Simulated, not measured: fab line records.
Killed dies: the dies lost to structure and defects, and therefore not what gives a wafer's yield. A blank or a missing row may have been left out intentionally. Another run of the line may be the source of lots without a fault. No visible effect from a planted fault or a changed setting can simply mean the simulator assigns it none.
Which of the tools did it? ; flow ritCmos ; 15 lots, 45 wafers sampled, at 4 steps of a route of 202

== WHAT THE GAUGES READ, wafer by wafer ==
RIT_NLDD_OVL_MEAS_06. Usual: NLDD_OVL 0.3 nm, standard deviation 1.2.
lot;measured;on;NLDD_OVL (nm);flag
L827;day 2 17:59;overlay-01;0.3 1.3 -0.9;
L828;day 2 21:34;overlay-02;-1.6 -0.1 -3.3;
L829;day 3 04:39;overlay-02;1.2 0.0 0.4;
L830;day 3 07:47;overlay-01;-0.3 -0.8 -0.3;
L832;day 3 18:15;overlay-02;-1.2 -1.8 -1.1;
L833;day 4 01:39;overlay-02;0.1 0.8 0.5;
L837;day 4 21:17;overlay-01;1.0 -0.4 0.6;
L840;day 5 23:28;overlay-02;- - -;OFF
L841;day 5 23:43;overlay-02;- - -;OFF
L842;day 6 05:00;overlay-02;- - -;OFF
L845;day 6 19:31;overlay-01;-1.4 0.2 0.7;
L846;day 7 00:37;overlay-01;1.1 -1.7 0.8;
L847;day 7 03:00;overlay-01;0.9 0.7 1.0;
L849;day 7 11:59;overlay-01;1.7 1.7 0.9;
L850;day 7 13:54;overlay-02;2.3 4.1 1.7;

RIT_PLDD_TW_MEAS_10. Usual: PLDD_TW 2343, standard deviation 21.
lot;measured;on;PLDD_TW;flag
L827;day 2 20:08;filmMetro-01;2341 2338 2338;
L828;day 2 23:30;filmMetro-03;2312 2322 2314;
L829;day 3 06:43;filmMetro-03;2314 2330 2310;
L830;day 3 09:50;filmMetro-03;2323 2331 2319;
L832;day 3 20:11;filmMetro-01;2350 2343 2357;
L833;day 4 03:52;filmMetro-01;2320 2332 2322;
L837;day 4 23:26;filmMetro-03;2327 2328 2339;
L840;day 6 01:32;filmMetro-03;2847 2845 2851;OFF
L841;day 6 01:46;filmMetro-03;2865 2862 2861;OFF
L842;day 6 07:20;filmMetro-02;2907 2889 2898;OFF
L845;day 6 21:34;filmMetro-01;2336 2325 2331;
L846;day 7 02:58;filmMetro-03;2330 2338 2340;
L847;day 7 05:04;filmMetro-02;2343 2342 2352;
L849;day 7 14:00;filmMetro-03;2322 2332 2338;
L850;day 7 15:56;filmMetro-01;2307 2309 2314;

RIT_NSD_TW_MEAS_10. Usual: NSD_TW 3115, standard deviation 28.
lot;measured;on;NSD_TW;flag
L827;day 3 00:11;filmMetro-03;3078 3095 3084;
L828;day 3 03:32;filmMetro-02;3148 3152 3143;
L829;day 3 10:37;filmMetro-03;3078 3108 3098;
L830;day 3 13:56;filmMetro-01;3115 3121 3109;
L832;day 4 00:07;filmMetro-03;3101 3085 3088;
L833;day 4 07:49;filmMetro-03;3074 3093 3086;
L837;day 5 03:31;filmMetro-01;3104 3095 3089;
L840;day 6 05:35;filmMetro-03;3321 3296 3286;OFF
L841;day 6 05:42;filmMetro-03;3297 3290 3307;OFF
L842;day 6 11:25;filmMetro-02;3368 3354 3355;OFF
L845;day 7 01:45;filmMetro-03;3101 3090 3083;
L846;day 7 07:01;filmMetro-03;3094 3091 3112;
L847;day 7 09:17;filmMetro-01;3074 3077 3078;
L849;day 7 18:13;filmMetro-02;3124 3129 3127;
L850;day 7 20:00;filmMetro-02;3140 3122 3135;

== TOOL THAT RAN EACH LOT (tool first, then ch and the chambers of the sampled wafers, then the start) ==
lot;RIT_NLDD_COAT_01
L827;lithoTrack-02 ch 0, day 2 17:13
L828;lithoTrack-02 ch 0, day 2 20:46
L829;lithoTrack-04 ch 0, day 3 03:50
L830;lithoTrack-02 ch 0, day 3 07:05
L832;lithoTrack-03 ch 0, day 3 17:33
L833;lithoTrack-03 ch 0, day 4 00:50
L837;lithoTrack-02 ch 0, day 4 20:39
L840;lithoTrack-02, day 5 22:47
L841;lithoTrack-04, day 5 22:50
L842;lithoTrack-02, day 6 04:18
L845;lithoTrack-03 ch 0, day 6 18:41
L846;lithoTrack-03 ch 0, day 6 23:58
L847;lithoTrack-02 ch 0, day 7 02:11
L849;lithoTrack-04 ch 0, day 7 11:13
L850;lithoTrack-03 ch 0, day 7 12:58
- RIT_NLDD_COAT_01: resist thk 1000 nm.

== AS READ BY THE TOOLS THEMSELVES (means over the sampled wafers that have a number; for cases with no such wafer, the mark the record gives instead) ==
RIT_NLDD_COAT_01. Usual: chillPlateTempC 23.03 C, standard deviation 0.094; dispensePressureKPa 50 kPa, standard deviation 6.2.
lot;tool;chillPlateTempC (C);dispensePressureKPa (kPa);flag
L827;lithoTrack-02;23.17;55;
L828;lithoTrack-02;23.00;55;
L829;lithoTrack-04;22.94;56;
L830;lithoTrack-02;23.00;55;
L832;lithoTrack-03;23.18;43;
L833;lithoTrack-03;23.06;43;
L837;lithoTrack-02;23.04;55;
L840;lithoTrack-02;-;-;OFF
L841;lithoTrack-04;-;-;OFF
L842;lithoTrack-02;-;-;OFF
L845;lithoTrack-03;23.09;43;
L846;lithoTrack-03;22.97;43;
L847;lithoTrack-02;23.02;55;
L849;lithoTrack-04;23.06;56;
L850;lithoTrack-03;23.00;43;

== THE ANSWER, worked out from the rows above alone ==
Rule: take the mean of a lot's wafers that have a number; if it is more than 3 standard deviations from the usual mean, the lot is off. Also off: a lot with no number at a reading for which 4 or more lots have one. The other lots that the step has rows for count as sound. The gauges are gone through in route order, then the tools' own readings, and for those a lot's mean is taken as printed above. The first step at which some lot is off is used, and at that step the reading that is off furthest; a lot without a number counts as furthest.
Off: at RIT_NLDD_OVL_MEAS_06 (NLDD_OVL), L840, L841, L842. Without a number there: L840, L841, L842.
If a tool, at a process step before that reading, ran all the lots that are off and no sound lot after the first of them, it fits. The gauges at RIT_NLDD_OVL_MEAS_06 aren't tried: what is off there is off at RIT_PLDD_TW_MEAS_10 too, on other tools, and a gauge's error can't cause that. Of those tried, none fits.

== WHAT THE SIMULATOR PUT IN ==
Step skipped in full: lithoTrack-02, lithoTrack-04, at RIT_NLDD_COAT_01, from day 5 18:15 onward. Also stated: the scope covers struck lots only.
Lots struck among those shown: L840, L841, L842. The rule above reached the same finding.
